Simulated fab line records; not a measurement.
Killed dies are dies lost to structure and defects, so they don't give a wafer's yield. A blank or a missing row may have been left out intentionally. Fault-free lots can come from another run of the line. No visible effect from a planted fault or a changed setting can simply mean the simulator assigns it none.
fab line records	flow rit_cmos
[record] lots = 5	wafers = 23
route steps=202 shown ACTIVE@4 FOX1@20 NWELL@29 PWELL@47 WELLDRIVE@50 NRETRO@54 GATE@84
start_h: the number of hours between the record's first day and the start of the first shown wafer of the lot	wait_h: hours since the lot's step before	" the same as in the row above	L1.1+2: a row that stands for several wafers	- no value, or no start was given	* or withheld: withheld	< > ~ a bound
route shown NAME@n: NAME is a module with steps in the file, n the number in the route of the first one	usual: mean/standard deviation taken from wafers without a fault	same: alike in all rows	chamber/n: place in a boat	sites: readings site by site	_std_site: standard deviation across them	_edge_site: inner sites' mean taken away from outer sites' mean	radius_mm: how far each site lies from the wafer's centre	mask NAME#n: copy n	behind: the last tool/chamber to shape the wafer	hold: why the lot went on hold/how many hours it stayed there/how the hold came to an end	device: the transistor (n, p or np) that didn't switch	end of line: tests run on the same wafers once the route is complete	for a step that has no rows: nothing shown but its recipe	killed: at the first sort, the dies lost to defects and structure; wafer yield is something else	map: per-die view of a wafer (x killed, . not killed, _ where there is no die)
set.NAME: the setting that was run; set.NAME@STEP: the one run at that earlier step	model.NAME: the simulator's own value behind a step, which no gauge read
lots whose settings were changed on purpose; a table a step, a row a wafer
[[steps]]
[step RIT_ACTIVE_CVD_03]
[recipe] material = Si3N4	target_thk_nm = 150	temp_c = 810	precursor = SiH2Cl2/NH3	time_s = 1500	pressure_mtorr = 300	sih2cl2_flow_sccm = 60	nh3_flow_sccm = 150
lot.wafer	tool	chamber	start_h	wait_h	set.sih2cl2_flow_sccm	model.Si3N4_of_ACTIVE_CVD_03.thk_nm
L075.2	lpcvd-02	1	18.54	0.0	60	148
L075.3	"	1	"	"	60	149
L075.4	"	1	"	"	60	149.2
L078.1	-	-	-	0.1	60	151.1
L078.3	"	-	"	"	60	150.7
L078.4	"	-	"	"	60	150.1
L078.5	"	-	"	"	60	151.4
L078.6	"	-	"	"	60	151.5
L081.1	-	-	-	0.1	66.82	155.4
L081.2+4	"	-	"	"	66.82	155.5
L081.5	"	-	"	"	66.82	155.3
L081.6	"	-	"	"	66.82	156.4
L082.1	-	-	-	0.1	54.7	146.8
L082.2	"	-	"	"	54.7	147.6
L082.3	"	-	"	"	54.7	147.1
L082.4	"	-	"	"	54.7	147.2
L082.5	"	-	"	"	54.7	147.7
L083.1	-	-	-	1.4	57.03	146.7
L083.2+6	"	-	"	"	57.03	146.5
L083.4	"	-	"	"	57.03	145.3
L083.5	"	-	"	"	57.03	147.3
[step RIT_ACTIVE_COAT_06]
[recipe] resist = NOVOLAK	spin_rpm = 3250	resist_thk_nm = 1000
lot.wafer	tool	chamber	start_h	wait_h	set.resist_thk_nm	model.NOVOLAK_of_ACTIVE_COAT_06.thk_nm
L075.2	litho_track-03	0	20.20	0.1	1000	1000
L075.3+4	"	0	"	"	1000	1001
L078.1	litho_track-03	0	33.74	0.1	1039	1034
L078.3	"	0	"	"	1000	995.2
L078.4	"	0	"	"	1000	997.6
L078.5	"	0	"	"	1000	996.7
L078.6	"	0	"	"	1039	1037
L081.1	litho_track-01	0	50.51	0.1	961	967.9
L081.2	"	0	"	"	961	968.4
L081.4	"	0	"	"	1000	1005
L081.5	"	0	"	"	961	970.6
L081.6	"	0	"	"	1000	1008
L082.1	litho_track-04	0	55.41	0.1	976.3	971.8
L082.2	"	0	"	"	1000	995.3
L082.3	"	0	"	"	976.3	967.6
L082.4	"	0	"	"	1000	993.9
L082.5	"	0	"	"	1000	994.2
L083.1	litho_track-04	0	61.55	0.1	1000	993.9
L083.2	"	0	"	"	1000	992.3
L083.4	"	0	"	"	1038	1037
L083.5	"	0	"	"	1038	1031
L083.6	"	0	"	"	1000	996.6
[step RIT_ACTIVE_SOFTBAKE_07]
[recipe] resist = NOVOLAK	temp_c = 90	time_s = 60
[step RIT_ACTIVE_EXPOSE_08]
[recipe] mask_id = M1	na = 0.6	source_shape = conventional	sigma_outer = 0.6	target_cd_nm = 1400	dose_mj = 225
[step RIT_ACTIVE_PEB_09]
[recipe] resist = NOVOLAK	temp_c = withheld	time_s = withheld
[step RIT_ACTIVE_DEVELOP_10]
[recipe] resist = NOVOLAK	develop_time_s = 50	dev_temp_c = 23
[step RIT_ACTIVE_CD_MEAS_11]
[recipe] target_cd_nm = 1400
[usual] cd_nm = 1400.8/1.7
lot.wafer	tool	chamber	start_h	wait_h	set.resist_thk_nm@ACTIVE_COAT_06	cd_nm
L075.2	cd_sem-01	-	21.02	-	1000	1400.6
L075.3	"	-	"	"	1000	1400.9
L075.4	"	-	"	"	1000	1399.5
L078.1	cd_sem-01	-	34.44	-	1039	1402.8
L078.3	"	-	"	"	1000	1401.5
L078.4	"	-	"	"	1000	1400.2
L078.5	"	-	"	"	1000	1401.9
L078.6	"	-	"	"	1039	1405.4
L081.1	cd_sem-02	-	51.21	-	961	1396.5
L081.2	"	-	"	"	961	1395.6
L081.4	"	-	"	"	1000	1401.5
L081.5	"	-	"	"	961	1397.6
L081.6	"	-	"	"	1000	1399.6
L082.1	cd_sem-01	-	56.11	-	976.3	1399.7
L082.2	"	-	"	"	1000	1401.4
L082.3	"	-	"	"	976.3	1398.2
L082.4	"	-	"	"	1000	1402.3
L082.5	"	-	"	"	1000	1401.0
L083.1	cd_sem-02	-	62.38	-	1000	1398.7
L083.2	"	-	"	"	1000	1396.4
L083.4	"	-	"	"	1038	1403.5
L083.5	"	-	"	"	1038	1401.1
L083.6	"	-	"	"	1000	1398.9
[step RIT_ACTIVE_HARDBAKE_12]
[recipe] resist = NOVOLAK	temp_c = 140	time_s = 60
lot.wafer	tool	chamber	start_h	wait_h	set.temp_c	set.resist_thk_nm@ACTIVE_COAT_06	model.NOVOLAK_of_ACTIVE_COAT_06.thk_nm
L075.2	litho_track-03	0	21.15	0.1	140	1000	883.9
L075.3	"	0	"	"	140	1000	884.3
L075.4	"	0	"	"	140	1000	884.4
L078.1	litho_track-04	0	34.56	0.1	141.4	1039	911.2
L078.3	"	0	"	"	140	1000	879.6
L078.4	"	0	"	"	141.4	1000	879.7
L078.5	"	0	"	"	140	1000	880.9
L078.6	"	0	"	"	140	1039	916.2
L081.1	litho_track-01	0	51.33	0.1	140	961	855.6
L081.2	"	0	"	"	140	961	856.2
L081.4	"	0	"	"	140	1000	888.5
L081.5	"	0	"	"	140	961	858
L081.6	"	0	"	"	140	1000	891
L082.1	litho_track-01	0	56.23	0.1	140	976.3	859
L082.2	"	0	"	"	140	1000	879.6
L082.3	"	0	"	"	140	976.3	855.4
L082.4	"	0	"	"	140	1000	878.4
L082.5	"	0	"	"	140	1000	878.7
L083.1	litho_track-04	0	62.75	0.4	140	1000	878.5
L083.2	"	0	"	"	143.7	1000	872.4
L083.4	"	0	"	"	140	1038	915.9
L083.5	"	0	"	"	143.7	1038	906.2
L083.6	"	0	"	"	143.7	1000	876.2
[step RIT_ACTIVE_ETCH_13]
[recipe] stop_on = SiO2	chemistry = SF6	target = Si3N4	time_s = 210	over_etch_frac = 0.4	SF6_flow_sccm = 200	pressure_mtorr = 260	rf_w = 125	target_depth_a = 2100
lot.wafer	tool	chamber	start_h	wait_h	set.resist_thk_nm@ACTIVE_COAT_06	model.NOVOLAK_of_ACTIVE_COAT_06.thk_nm
L075.2	rie_diel-03	0	21.27	0.1	1000	663.5
L075.3	"	2	"	"	1000	658.4
L075.4	"	1	"	"	1000	644.3
L078.1	rie_diel-04	2	34.71	0.1	1039	695.9
L078.3	"	1	"	"	1000	651.6
L078.4	"	3	"	"	1000	639.7
L078.5	"	2	"	"	1000	667.2
L078.6	"	1	"	"	1039	687.1
L081.1	rie_diel-03	0	51.48	0.1	961	635.7
L081.2	"	2	"	"	961	630.3
L081.4	"	1	"	"	1000	648
L081.5	"	3	"	"	961	639.3
L081.6	"	0	"	"	1000	671.5
L082.1	rie_diel-04	0	56.38	0.1	976.3	619.4
L082.2	"	1	"	"	1000	651
L082.3	"	3	"	"	976.3	612.8
L082.4	"	2	"	"	1000	663
L082.5	"	2	"	"	1000	661.8
L083.1	rie_diel-04	0	62.90	0.1	1000	640.2
L083.2	"	1	"	"	1000	642.6
L083.4	"	2	"	"	1038	696.9
L083.5	"	2	"	"	1038	685.7
L083.6	"	3	"	"	1000	637.4
[step RIT_ACTIVE_STRIP_14]
[recipe] chemistry = O2	time_s = 180	resist = NOVOLAK	platen_temp_c = withheld	power_w = 500	pressure_mtorr = 4000	o2_flow_sccm = 4000
[step RIT_ACTIVE_CD_MEAS_90]
[recipe] target_cd_nm = 1400
[usual] cd_nm = 1400.8/1.7
lot.wafer	tool	chamber	start_h	wait_h	set.resist_thk_nm@ACTIVE_COAT_06	cd_nm
L075.2	cd_sem-01	-	21.60	0.1	1000	1400.8
L075.3	"	-	"	"	1000	1400.8
L075.4	"	-	"	"	1000	1399.4
L078.1	cd_sem-02	-	35.02	0.1	1039	1403.4
L078.3	"	-	"	"	1000	1401.2
L078.4	"	-	"	"	1000	1400.0
L078.5	"	-	"	"	1000	1401.9
L078.6	"	-	"	"	1039	1405.2
L081.1	cd_sem-01	-	51.79	0.1	961	1396.8
L081.2	"	-	"	"	961	1395.7
L081.4	"	-	"	"	1000	1401.8
L081.5	"	-	"	"	961	1397.3
L081.6	"	-	"	"	1000	1399.2
L082.1	cd_sem-01	-	56.69	0.1	976.3	1399.4
L082.2	"	-	"	"	1000	1401.0
L082.3	"	-	"	"	976.3	1398.4
L082.4	"	-	"	"	1000	1402.5
L082.5	"	-	"	"	1000	1401.3
L083.1	cd_sem-02	-	63.21	0.1	1000	1399.1
L083.2	"	-	"	"	1000	1396.4
L083.4	"	-	"	"	1038	1403.9
L083.5	"	-	"	"	1038	1401.9
L083.6	"	-	"	"	1000	1399.1
[step RIT_FOX1_OXIDATION_00]
[recipe] temp_c = 1100	ambient = H2O	target_thk_a = 3507	p_h2o_torr = 720	ox_time_s = 1130
lot.wafer	tool	chamber	start_h	wait_h	set.ox_time_s	model.SiO2_of_FOX1_OXIDATION_00.thk_nm
L075.2	furnace-04	0	24.49	2.4	1130	337
L075.3	"	0	"	"	1130	339.1
L075.4	"	0	"	"	1130	338
L078.1	-	-	-	1.9	1298	391.1
L078.3	"	-	"	"	1298	390.8
L078.4	"	-	"	"	1298	398.8
L078.5	"	-	"	"	1298	394.8
L078.6	"	-	"	"	1298	390.3
L081.1	-	-	-	1.9	1074	340.2
L081.2	"	-	"	"	1074	338.6
L081.4	"	-	"	"	1074	338.9
L081.5	"	-	"	"	1074	342.1
L081.6	"	-	"	"	1074	341.8
L082.1	-	-	-	1.0	997.8	323.1
L082.2	"	-	"	"	997.8	322
L082.3	"	-	"	"	997.8	319.1
L082.4	"	-	"	"	997.8	322.3
L082.5	"	-	"	"	997.8	328.2
L083.1	-	-	-	0.0	1130	351.3
L083.2	"	-	"	"	1130	344.4
L083.4	"	-	"	"	1130	348.3
L083.5	"	-	"	"	1130	345.7
L083.6	"	-	"	"	1130	344.5
[step RIT_FOX1_THK_MEAS_01]
[recipe] reads = SiO2_of_FOX1_OXIDATION_00
[usual] FOX1_OXIDE_THK = 352/6.5
lot.wafer	tool	chamber	start_h	wait_h	set.ox_time_s@FOX1_OXIDATION_00	FOX1_OXIDE_THK[nm]
L075.2	film_metro-02	-	25.81	0.0	1130	337
L075.3	"	-	"	"	1130	339
L075.4	"	-	"	"	1130	338
L078.1	film_metro-01	-	-	-	1298	391
L078.3	"	-	"	"	1298	391
L078.4	"	-	"	"	1298	399
L078.5	"	-	"	"	1298	395
L078.6	"	-	"	"	1298	390
L081.1	film_metro-01	-	-	-	1074	340
L081.2	"	-	"	"	1074	339
L081.4	"	-	"	"	1074	339
L081.5	"	-	"	"	1074	342
L081.6	"	-	"	"	1074	342
L082.1	film_metro-02	-	-	-	997.8	323
L082.2	"	-	"	"	997.8	322
L082.3	"	-	"	"	997.8	319
L082.4	"	-	"	"	997.8	322
L082.5	"	-	"	"	997.8	328
L083.1	film_metro-01	-	-	-	1130	351
L083.2	"	-	"	"	1130	345
L083.4	"	-	"	"	1130	348
L083.5	"	-	"	"	1130	346
L083.6	"	-	"	"	1130	344
[step RIT_NWELL_COAT_01]
[recipe] resist = NOVOLAK	spin_rpm = 2000	resist_thk_nm = 1300
lot.wafer	tool	chamber	start_h	wait_h	set.spin_rpm	model.NOVOLAK_of_NWELL_COAT_01.thk_nm
L075.2	litho_track-02	0	31.24	0.1	2000	1297
L075.3	"	0	"	"	2000	1298
L075.4	"	0	"	"	2000	1300
L078.1	litho_track-02	0	42.68	0.1	2000	1300
L078.3	"	0	"	"	1940	1317
L078.4	"	0	"	"	1940	1320
L078.5	"	0	"	"	2000	1301
L078.6	"	0	"	"	2000	1302
L081.1	litho_track-03	0	59.02	0.1	2000	1293
L081.2+4	"	0	"	"	2000	1292
L081.5	"	0	"	"	2000	1295
L081.6	"	0	"	"	2000	1291
L082.1	litho_track-04	0	62.45	0.1	1885	1336
L082.2	"	0	"	"	2000	1291
L082.3	"	0	"	"	2000	1297
L082.4	"	0	"	"	2000	1293
L082.5	"	0	"	"	1885	1334
L083.1	litho_track-03	0	69.82	0.1	2000	1295
L083.2	"	0	"	"	2137	1252
L083.4	"	0	"	"	2137	1255
L083.5	"	0	"	"	2137	1251
L083.6	"	0	"	"	2000	1297
[step RIT_NWELL_SOFTBAKE_02]
[recipe] resist = NOVOLAK	temp_c = 90	time_s = 60
[step RIT_NWELL_EXPOSE_03]
[recipe] mask_id = M2	na = 0.57	target_cd_nm = 43900	dose_mj = 250
[step RIT_NWELL_DEVELOP_05]
[recipe] resist = NOVOLAK	develop_time_s = 68	dev_temp_c = 23
[step RIT_NWELL_HARDBAKE_07]
[recipe] resist = NOVOLAK	temp_c = 140	time_s = 120
lot.wafer	tool	chamber	start_h	wait_h	set.spin_rpm@NWELL_COAT_01	model.NOVOLAK_of_NWELL_COAT_01.thk_nm
L075.2+3	litho_track-03	0	32.05	0.1	2000	1135
L075.4	"	0	"	"	2000	1137
L078.1	litho_track-04	0	43.44	0.0	2000	1137
L078.3	"	0	"	"	1940	1152
L078.4	"	0	"	"	1940	1154
L078.5	"	0	"	"	2000	1138
L078.6	"	0	"	"	2000	1139
L081.1+2+4	litho_track-02	0	59.78	0.0	2000	1130
L081.5	"	0	"	"	2000	1133
L081.6	"	0	"	"	2000	1129
L082.1	litho_track-03	0	63.37	0.1	1885	1168
L082.2	"	0	"	"	2000	1129
L082.3	"	0	"	"	2000	1134
L082.4	"	0	"	"	2000	1131
L082.5	"	0	"	"	1885	1166
L083.1	litho_track-02	0	70.58	0.0	2000	1133
L083.2	"	0	"	"	2137	1095
L083.4	"	0	"	"	2137	1098
L083.5	"	0	"	"	2137	1094
L083.6	"	0	"	"	2000	1134
[step RIT_NWELL_IMPLANT_08]
[recipe] species = P	energy_kev = 170	dose_cm2 = 5e+13	tilt_deg = 7
lot.wafer	tool	chamber	start_h	wait_h	set.dose_cm2
L075.2+3+4	implanter-03	0	32.29	0.2	5e+13
L078.1+4+6	implanter-03	0	43.69	0.2	4.825e+13
L078.3+5	"	0	"	"	5e+13
L081.1+4	implanter-04	0	60.03	0.2	5e+13
L081.2+5+6	"	0	"	"	4.642e+13
L082.1+2+3+4+5	implanter-04	0	63.62	0.2	5e+13
L083.1+4+5	implanter-01	0	70.83	0.2	5.128e+13
L083.2+6	"	0	"	"	5e+13
[step RIT_PWELL_IMPLANT_08]
[recipe] species = B	energy_kev = 170	dose_cm2 = 7e+13	tilt_deg = 7
lot.wafer	tool	chamber	start_h	wait_h	set.energy_kev	model.implant.rp_nm	model.implant.drp_nm
L075.2+3+4	implanter-01	0	33.84	0.2	170	477.4	102.9
L078.1+5	implanter-01	0	45.24	0.2	170	491.3	102.9
L078.3+4+6	"	0	"	"	174.4	501.1	103.6
L081.1+2+4	implanter-04	0	61.69	0.2	170	469	102.9
L081.5+6	"	0	"	"	166.7	462.2	102.2
L082.1+3+4	implanter-01	0	65.30	0.2	170	481.7	102.9
L082.2+5	"	0	"	"	160.9	462.3	100.8
L083.1+2+4+5+6	implanter-02	0	72.38	0.2	170	472.7	102.9
[step RIT_PWELL_STRIP_09]
[recipe] chemistry = O2	time_s = 180	resist = NOVOLAK	platen_temp_c = withheld	power_w = 500	pressure_mtorr = 4000	o2_flow_sccm = 4000
[step RIT_WELLDRIVE_ANNEAL_00]
[recipe] temp_c = 1100	time_s = 14700	ambient = N2
[step RIT_WELLDRIVE_RS_MEAS_01]
[recipe] thk_meas_gauge = four-point-probe
[usual] NWELL_RS = 275.7/0.74
lot.wafer	tool	chamber	start_h	wait_h	set.dose_cm2@NWELL_IMPLANT_08	NWELL_RS[ohm/sq]
L075.2	film_metro-01	-	39.30	0.0	5e+13	275.7
L075.3	"	-	"	"	5e+13	275.2
L075.4	"	-	"	"	5e+13	275.0
L078.1	film_metro-04	-	50.71	0.0	4.825e+13	282.1
L078.3	"	-	"	"	5e+13	276.5
L078.4	"	-	"	"	4.825e+13	282.4
L078.5	"	-	"	"	5e+13	276.2
L078.6	"	-	"	"	4.825e+13	282.6
L081.1	film_metro-01	-	68.14	0.0	5e+13	276.1
L081.2	"	-	"	"	4.642e+13	289.1
L081.4	"	-	"	"	5e+13	276.3
L081.5	"	-	"	"	4.642e+13	288.6
L081.6	"	-	"	"	4.642e+13	289.2
L082.1	film_metro-01	-	73.10	0.0	5e+13	275.5
L082.2	"	-	"	"	5e+13	276.3
L082.3	"	-	"	"	5e+13	275.1
L082.4	"	-	"	"	5e+13	275.7
L082.5	"	-	"	"	5e+13	276.0
L083.1	film_metro-01	-	78.03	0.0	5.128e+13	270.0
L083.2	"	-	"	"	5e+13	274.3
L083.4	"	-	"	"	5.128e+13	269.9
L083.5	"	-	"	"	5.128e+13	270.1
L083.6	"	-	"	"	5e+13	274.1
[step RIT_NRETRO_COAT_01]
[recipe] resist = NOVOLAK	spin_rpm = 2000	resist_thk_nm = 1300
lot.wafer	tool	chamber	start_h	wait_h	set.spin_rpm	model.NOVOLAK_of_NRETRO_COAT_01.thk_nm
L075.2	litho_track-03	0	39.70	0.1	2000	1298
L075.3	"	0	"	"	2000	1300
L075.4	"	0	"	"	2000	1295
L078.1	litho_track-02	0	51.10	0.1	2000	1300
L078.3	"	0	"	"	2000	1302
L078.4	"	0	"	"	1862	1347
L078.5	"	0	"	"	1862	1349
L078.6	"	0	"	"	2000	1303
L081.1	litho_track-02	0	68.53	0.1	2000	1302
L081.2+4	"	0	"	"	2055	1285
L081.5	"	0	"	"	2000	1300
L081.6	"	0	"	"	2000	1304
L082.1	litho_track-02	0	73.49	0.1	2089	1274
L082.2	"	0	"	"	2089	1278
L082.3	"	0	"	"	2000	1304
L082.4	"	0	"	"	2089	1277
L082.5	"	0	"	"	2000	1306
L083.1	litho_track-01	0	78.42	0.1	2000	1305
L083.2	"	0	"	"	2067	1286
L083.4	"	0	"	"	2067	1287
L083.5	"	0	"	"	2000	1304
L083.6	"	0	"	"	2067	1290
[step RIT_NRETRO_SOFTBAKE_02]
[recipe] resist = NOVOLAK	temp_c = 90	time_s = 60
[step RIT_NRETRO_EXPOSE_03]
[recipe] mask_id = M4	na = 0.57	target_cd_nm = 43900	dose_mj = 250
[step RIT_NRETRO_DEVELOP_05]
[recipe] resist = NOVOLAK	develop_time_s = 68	dev_temp_c = 23
[step RIT_NRETRO_HARDBAKE_07]
[recipe] resist = NOVOLAK	temp_c = 140	time_s = 120
lot.wafer	tool	chamber	start_h	wait_h	set.spin_rpm@NRETRO_COAT_01	model.NOVOLAK_of_NRETRO_COAT_01.thk_nm
L075.2	litho_track-03	0	40.48	0.1	2000	1135
L075.3	"	0	"	"	2000	1137
L075.4	"	0	"	"	2000	1133
L078.1	litho_track-01	0	51.99	0.0	2000	1137
L078.3+6	"	0	"	"	2000	1139
L078.4	"	0	"	"	1862	1177
L078.5	"	0	"	"	1862	1179
L081.1	litho_track-03	0	69.42	0.0	2000	1139
L081.2+4	"	0	"	"	2055	1124
L081.5	"	0	"	"	2000	1137
L081.6	"	0	"	"	2000	1140
L082.1	litho_track-02	0	74.39	0.0	2089	1115
L082.2	"	0	"	"	2089	1118
L082.3	"	0	"	"	2000	1140
L082.4	"	0	"	"	2089	1117
L082.5	"	0	"	"	2000	1142
L083.1	litho_track-03	0	79.31	0.0	2000	1142
L083.2	"	0	"	"	2067	1125
L083.4	"	0	"	"	2067	1126
L083.5	"	0	"	"	2000	1140
L083.6	"	0	"	"	2067	1128
[step RIT_GATE_CVD_08]
[recipe] material = poly-Si	target_thk_nm = 250	temp_c = 610	precursor = SiH4	time_s = 2220	pressure_mtorr = 300	sih4_flow_sccm = 100
lot.wafer	tool	chamber	start_h	wait_h	set.time_s	model.poly-Si_of_GATE_CVD_08.thk_nm
L075.2	lpcvd-02	0	44.58	0.0	2220	249.6
L075.3	"	0	"	"	2220	251.1
L075.4	"	0	"	"	2220	249.9
L078.1	-	-	-	0.1	1909	217.1
L078.3+5	"	-	"	"	1909	216.4
L078.4	"	-	"	"	1909	215.5
L078.6	"	-	"	"	1909	214.5
L081.1	-	-	-	0.1	2043	232.2
L081.2	"	-	"	"	2043	233.5
L081.4	"	-	"	"	2043	234.7
L081.5	"	-	"	"	2043	231.9
L081.6	"	-	"	"	2043	234.5
L082.1+2+5	-	-	-	0.1	2455	274.4
L082.3	"	-	"	"	2455	274.2
L082.4	"	-	"	"	2455	275.8
L083.1+4	-	-	-	0.1	2039	224.6
L083.2	"	-	"	"	2039	227.4
L083.5	"	-	"	"	2039	228.3
L083.6	"	-	"	"	2039	226.9
[step RIT_GATE_THK_MEAS_09]
[recipe] reads = poly-Si_of_GATE_CVD_08
[usual] GATE_POLY_THK = 250.4/2.5
lot.wafer	tool	chamber	start_h	wait_h	set.time_s@GATE_CVD_08	GATE_POLY_THK[nm]
L075.2	film_metro-03	-	47.01	0.0	2220	249.6
L075.3	"	-	"	"	2220	250.8
L075.4	"	-	"	"	2220	250.0
L078.1	film_metro-03	-	-	-	1909	217.1
L078.3	"	-	"	"	1909	216.3
L078.4	"	-	"	"	1909	215.4
L078.5	"	-	"	"	1909	216.4
L078.6	"	-	"	"	1909	214.3
L081.1	film_metro-01	-	-	-	2043	232.2
L081.2	"	-	"	"	2043	233.4
L081.4	"	-	"	"	2043	234.5
L081.5	"	-	"	"	2043	231.8
L081.6	"	-	"	"	2043	234.3
L082.1	film_metro-01	-	-	-	2455	274.6
L082.2	"	-	"	"	2455	274.4
L082.3	"	-	"	"	2455	274.2
L082.4	"	-	"	"	2455	276.0
L082.5	"	-	"	"	2455	274.3
L083.1	film_metro-02	-	-	-	2039	224.6
L083.2	"	-	"	"	2039	227.4
L083.4	"	-	"	"	2039	224.8
L083.5	"	-	"	"	2039	228.3
L083.6	"	-	"	"	2039	226.9
[[key]]
[split] step = RIT_ACTIVE_CVD_03	setting = sih2cl2_flow_sccm	stated = 60	by = lot
[response] step = RIT_ACTIVE_CVD_03	reading = model.Si3N4_of_ACTIVE_CVD_03.thk_nm	change = +0.456	per = 1%	r = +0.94
[split] step = RIT_ACTIVE_COAT_06	setting = resist_thk_nm	stated = 1000	by = wafer
[response] step = RIT_ACTIVE_COAT_06	reading = model.NOVOLAK_of_ACTIVE_COAT_06.thk_nm	change = +10.1	per = 1%	r = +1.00
[response] step = RIT_ACTIVE_CD_MEAS_11	reading = cd_nm	change = +0.974	per = 1%	r = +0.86
[response] step = RIT_ACTIVE_HARDBAKE_12	reading = model.NOVOLAK_of_ACTIVE_COAT_06.thk_nm	change = +8.83	per = 1%	r = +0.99
[response] step = RIT_ACTIVE_ETCH_13	reading = model.NOVOLAK_of_ACTIVE_COAT_06.thk_nm	change = +10.7	per = 1%	r = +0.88
[response] step = RIT_ACTIVE_CD_MEAS_90	reading = cd_nm	change = +1.03	per = 1%	r = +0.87
[split] step = RIT_ACTIVE_HARDBAKE_12	setting = temp_c	stated = 140	by = wafer
response none clear
[split] step = RIT_FOX1_OXIDATION_00	setting = ox_time_s	stated = 1130	by = lot
[response] step = RIT_FOX1_OXIDATION_00	reading = model.SiO2_of_FOX1_OXIDATION_00.thk_nm	change = +2.63	per = 1%	r = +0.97
[response] step = RIT_FOX1_THK_MEAS_01	reading = FOX1_OXIDE_THK	change = +2.64	per = 1%	r = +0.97
[split] step = RIT_NWELL_COAT_01	setting = spin_rpm	stated = 2000	by = wafer
[response] step = RIT_NWELL_COAT_01	reading = model.NOVOLAK_of_NWELL_COAT_01.thk_nm	change = -6.62	per = 1%	r = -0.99
[response] step = RIT_NWELL_HARDBAKE_07	reading = model.NOVOLAK_of_NWELL_COAT_01.thk_nm	change = -5.71	per = 1%	r = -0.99
[split] step = RIT_NWELL_IMPLANT_08	setting = dose_cm2	stated = 5e+13	by = wafer
[response] step = RIT_WELLDRIVE_RS_MEAS_01	reading = NWELL_RS	change = -1.76	per = 1%	r = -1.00
[split] step = RIT_PWELL_IMPLANT_08	setting = energy_kev	stated = 170	by = wafer
[response] step = RIT_PWELL_IMPLANT_08	reading = model.implant.rp_nm	change = +3.64	per = 1%	r = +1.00
[response] step = RIT_PWELL_IMPLANT_08	reading = model.implant.drp_nm	change = +0.361	per = 1%	r = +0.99
[split] step = RIT_NRETRO_COAT_01	setting = spin_rpm	stated = 2000	by = wafer
[response] step = RIT_NRETRO_COAT_01	reading = model.NOVOLAK_of_NRETRO_COAT_01.thk_nm	change = -6.35	per = 1%	r = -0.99
[response] step = RIT_NRETRO_HARDBAKE_07	reading = model.NOVOLAK_of_NRETRO_COAT_01.thk_nm	change = -5.47	per = 1%	r = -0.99
[split] step = RIT_GATE_CVD_08	setting = time_s	stated = 2220	by = lot
[response] step = RIT_GATE_CVD_08	reading = model.poly-Si_of_GATE_CVD_08.thk_nm	change = +2.4	per = 1%	r = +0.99
[response] step = RIT_GATE_THK_MEAS_09	reading = GATE_POLY_THK	change = +2.4	per = 1%	r = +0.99
